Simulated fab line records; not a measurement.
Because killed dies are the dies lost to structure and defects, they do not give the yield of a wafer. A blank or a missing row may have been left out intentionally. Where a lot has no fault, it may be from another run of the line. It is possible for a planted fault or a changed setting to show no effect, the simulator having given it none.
Which tool is to blame?    flow berkeley cmos170    42 wafers from 14 lots sampled at 6 of the route's 331 steps

## WHAT THE GAUGES READ, wafer by wafer
UCB170_M1_OVL_MEAS_10. Usual: for M1_OVL the level is 0 nm and the standard deviation is 6.1.
lot   measured      on          M1_OVL (nm)  flag
L647  day 7 23:05   overlay-01  -3 8 7       
L646  day 8 00:34   overlay-02  8 -2 2       
L648  day 8 03:09   overlay-01  0 -3 -3      
L650  day 8 08:14   overlay-01  8 7 8        
L649  day 8 09:23   overlay-02  -2 -9 -10    
L653  day 8 11:09   overlay-02  14 6 10      
L652  day 8 17:28   overlay-02  3 7 -6       
L654  day 9 02:09   overlay-01  -1 -6 -7     
L655  day 9 04:27   overlay-01  0 -5 -10     
L657  day 9 18:38   overlay-01  7 8 7        
L658  day 10 09:50  overlay-02  7 1 13       
L662  day 11 06:02  overlay-02  1 4 1        
L667  day 12 01:26  overlay-02  1 4 -8       
L668  day 12 15:58  overlay-02  -6 6 3       

UCB170_M2_RS_MEAS_02: a four-point-probe measurement. Usual: for M2_AL_RS the level is 0.0322 ohm/sq and the standard deviation is 0.00038.
lot   measured      on             M2_AL_RS (ohm/sq)     flag
L647  day 8 05:55   film metro-02  0.0323 0.0323 0.0320  
L646  day 8 06:00   film metro-04  0.0322 0.0318 0.0318  
L648  day 8 17:52   film metro-01  0.0316 0.0318 0.0318  
L650  day 8 17:45   film metro-02  0.0326 0.0327 0.0328  
L649  day 8 17:49   film metro-04  0.0324 0.0321 0.0325  
L653  day 8 18:40   film metro-02  0.0324 0.0321 0.0322  
L652  day 9 03:13   film metro-02  0.0323 0.0325 0.0322  
L654  day 9 10:51   film metro-02  0.0322 0.0324 0.0323  
L655  day 9 11:08   film metro-02  0.0326 0.0321 0.0328  
L657  day 10 02:27  film metro-02  0.0323 0.0323 0.0319  
L658  day 10 18:17  film metro-02  0.0317 0.0319 0.0316  
L662  day 11 15:04  film metro-02  0.0322 0.0268 0.0321  OFF
L667  day 12 10:09  film metro-02  0.0266 0.0316 0.0315  OFF
L668  day 12 22:20  film metro-01  0.0325 0.0329 0.0327  

UCB170_M2_THK_MEAS_03: measures by xrf. Usual: for M2_AL_THK the level is 907 nm and the standard deviation is 12.
lot   measured      on             M2_AL_THK (nm)  flag
L647  day 8 06:02   film metro-02  900 900 908     
L646  day 8 06:07   film metro-04  907 922 921     
L648  day 8 17:59   film metro-01  922 919 916     
L650  day 8 17:52   film metro-02  895 887 885     
L649  day 8 17:55   film metro-04  906 910 893     
L653  day 8 18:46   film metro-02  898 906 901     
L652  day 9 03:20   film metro-02  901 893 905     
L654  day 9 10:58   film metro-02  900 898 902     
L655  day 9 11:16   film metro-02  898 907 891     
L657  day 10 02:33  film metro-02  909 909 917     
L658  day 10 18:23  film metro-02  930 916 927     
L662  day 11 15:10  film metro-02  902 1087 909    OFF
L667  day 12 10:15  film metro-02  1096 919 927    OFF
L668  day 12 22:26  film metro-01  897 891 893     

## WHICH TOOL RAN EACH LOT (tool, then ch and the chambers of the sampled wafers, then the start)
lot   UCB170_CONTACT_STRIP_06               UCB170_CONTACT_RTA_08             UCB170_M2_SPUTTER_01
L647  plasma asher-04 ch 0,1, day 7 19:27   rtp anneal-01 ch 0, day 7 19:50   pvd sputter-03, day 8 05:50
L646  plasma asher-01 ch 0,1, day 7 20:56   rtp anneal-02 ch 0, day 7 21:23   pvd sputter-01, day 8 05:55
L648  plasma asher-01 ch 0,1, day 7 23:29   rtp anneal-01 ch 0, day 7 23:46   pvd sputter-01, day 8 17:47
L650  plasma asher-03 ch 0,1, day 8 04:37   rtp anneal-02 ch 0, day 8 04:54   pvd sputter-04, day 8 17:40
L649  plasma asher-04 ch 0,1, day 8 06:01   rtp anneal-01 ch 0, day 8 06:24   pvd sputter-03, day 8 17:41
L653  plasma asher-01 ch 0,1, day 8 07:35   rtp anneal-01 ch 0, day 8 07:54   pvd sputter-04, day 8 18:32
L652  plasma asher-03 ch 0,1, day 8 11:28   rtp anneal-02 ch 0, day 8 11:46   pvd sputter-03, day 9 03:08
L654  plasma asher-03 ch 0,1, day 8 22:34   rtp anneal-01 ch 0, day 8 22:51   pvd sputter-03, day 9 10:46
L655  plasma asher-03 ch 0,1, day 9 00:25   rtp anneal-01 ch 0, day 9 00:41   pvd sputter-01, day 9 11:04
L657  plasma asher-04 ch 0,1, day 9 14:21   rtp anneal-02 ch 0, day 9 14:41   pvd sputter-01, day 10 02:20
L658  plasma asher-03 ch 0,1, day 10 06:25  rtp anneal-02 ch 0, day 10 06:43  pvd sputter-04, day 10 18:11
L662  plasma asher-03 ch 0,1, day 11 01:42  rtp anneal-01 ch 0, day 11 01:58  pvd sputter-01, day 11 14:56
L667  plasma asher-01 ch 0,1, day 11 20:43  rtp anneal-02 ch 0, day 11 20:59  pvd sputter-01, day 12 10:02
L668  plasma asher-03 ch 0,1, day 12 10:26  rtp anneal-01 ch 0, day 12 11:43  pvd sputter-04, day 12 22:13
- UCB170_CONTACT_STRIP_06: strips in O2.
- UCB170_CONTACT_RTA_08: time 10 s.
- UCB170_M2_SPUTTER_01: material Al, target thk 900 nm, time 120 s.

## WHAT THE TOOLS THEMSELVES READ (means of the sampled wafers that have a number; where no wafer has one, the mark that the record gives instead)
UCB170_CONTACT_STRIP_06. Usual: drypump motor current A 5.8 A, standard deviation 0.45; oes product au 0.735 a.u., standard deviation 0.0047; strip time to endpoint s 21.97 s, standard deviation 0.062.
lot   tool             drypump motor current A (A)  oes product au (a.u.)  strip time to endpoint s (s)  flag
L647  plasma asher-04  6.4                          0.737                  21.96                         
L646  plasma asher-01  5.1                          0.733                  21.87                         
L648  plasma asher-01  5.1                          0.731                  22.05                         
L650  plasma asher-03  5.9                          0.733                  21.97                         
L649  plasma asher-04  6.3                          0.732                  21.85                         
L653  plasma asher-01  5.1                          0.727                  22.00                         
L652  plasma asher-03  6.0                          0.731                  21.89                         
L654  plasma asher-03  6.0                          0.732                  21.98                         
L655  plasma asher-03  6.0                          0.740                  21.96                         
L657  plasma asher-04  6.3                          0.737                  22.01                         
L658  plasma asher-03  6.0                          0.733                  22.05                         
L662  plasma asher-03  5.8                          0.734                  22.00                         
L667  plasma asher-01  5.0                          0.735                  22.00                         
L668  plasma asher-03  5.8                          0.735                  21.95                         

UCB170_CONTACT_RTA_08. Usual: lamp power pct 24.8 %, standard deviation 2.6; wafer_temp_C_max 905.2, standard deviation 1.
lot   tool           lamp power pct (%)  wafer_temp_C_max  flag
L647  rtp anneal-01  27.1                904.8             
L646  rtp anneal-02  22.0                905.4             
L648  rtp anneal-01  27.2                905.6             
L650  rtp anneal-02  22.0                904.5             
L649  rtp anneal-01  27.2                904.3             
L653  rtp anneal-01  27.1                906.1             
L652  rtp anneal-02  22.0                904.0             
L654  rtp anneal-01  27.2                905.3             
L655  rtp anneal-01  27.2                904.7             
L657  rtp anneal-02  22.0                905.6             
L658  rtp anneal-02  22.0                906.4             
L662  rtp anneal-01  27.1                905.0             
L667  rtp anneal-02  22.0                905.5             
L668  rtp anneal-01  27.1                904.9             

UCB170_M2_SPUTTER_01. Usual: cathode dc power W 5999.9 W, standard deviation 1.1; throttle valve pct 30.5 %, standard deviation 0.91.
lot   tool            cathode dc power W (W)  throttle valve pct (%)  flag
L647  pvd sputter-03  5999.0                  30.4                    
L646  pvd sputter-01  6001.2                  30.7                    
L648  pvd sputter-01  5999.3                  31.3                    
L650  pvd sputter-04  6001.4                  29.9                    
L649  pvd sputter-03  5999.9                  30.3                    
L653  pvd sputter-04  6000.7                  29.9                    
L652  pvd sputter-03  6000.1                  30.9                    
L654  pvd sputter-03  5999.8                  30.4                    
L655  pvd sputter-01  6000.8                  29.8                    
L657  pvd sputter-01  5999.6                  31.4                    
L658  pvd sputter-04  6000.0                  29.6                    
L662  pvd sputter-01  6000.4                  30.6                    
L667  pvd sputter-01  5999.1                  30.7                    
L668  pvd sputter-04  5999.6                  29.9                    

## THE ANSWER, worked out from the rows above alone
Rule: a lot counts as off when the mean over its wafers that have a number is more than 3 standard deviations away from the usual mean. Also off: a lot with no number at a reading for which 4 or more lots have one. The other lots that the step has rows for count as sound. First the gauges in route order, then the tools' own readings, where a lot's mean is used as printed above. At the first step where some lot is off, the reading lying furthest off is the one used; lots without a number count as furthest.
Off: at UCB170_M2_RS_MEAS_02 (M2_AL_RS), L662, L667.
A tool fits if, at a process step before that reading, it ran every lot that is off, and no sound lot after the first of them. The gauges at UCB170_M2_RS_MEAS_02 are tried like those tools. 2 tools fit, pvd sputter-01 at UCB170_M2_SPUTTER_01 and film metro-02 at UCB170_M2_RS_MEAS_02, so this cannot tell which one it is.

## WHAT THE SIMULATOR HAD INSERTED
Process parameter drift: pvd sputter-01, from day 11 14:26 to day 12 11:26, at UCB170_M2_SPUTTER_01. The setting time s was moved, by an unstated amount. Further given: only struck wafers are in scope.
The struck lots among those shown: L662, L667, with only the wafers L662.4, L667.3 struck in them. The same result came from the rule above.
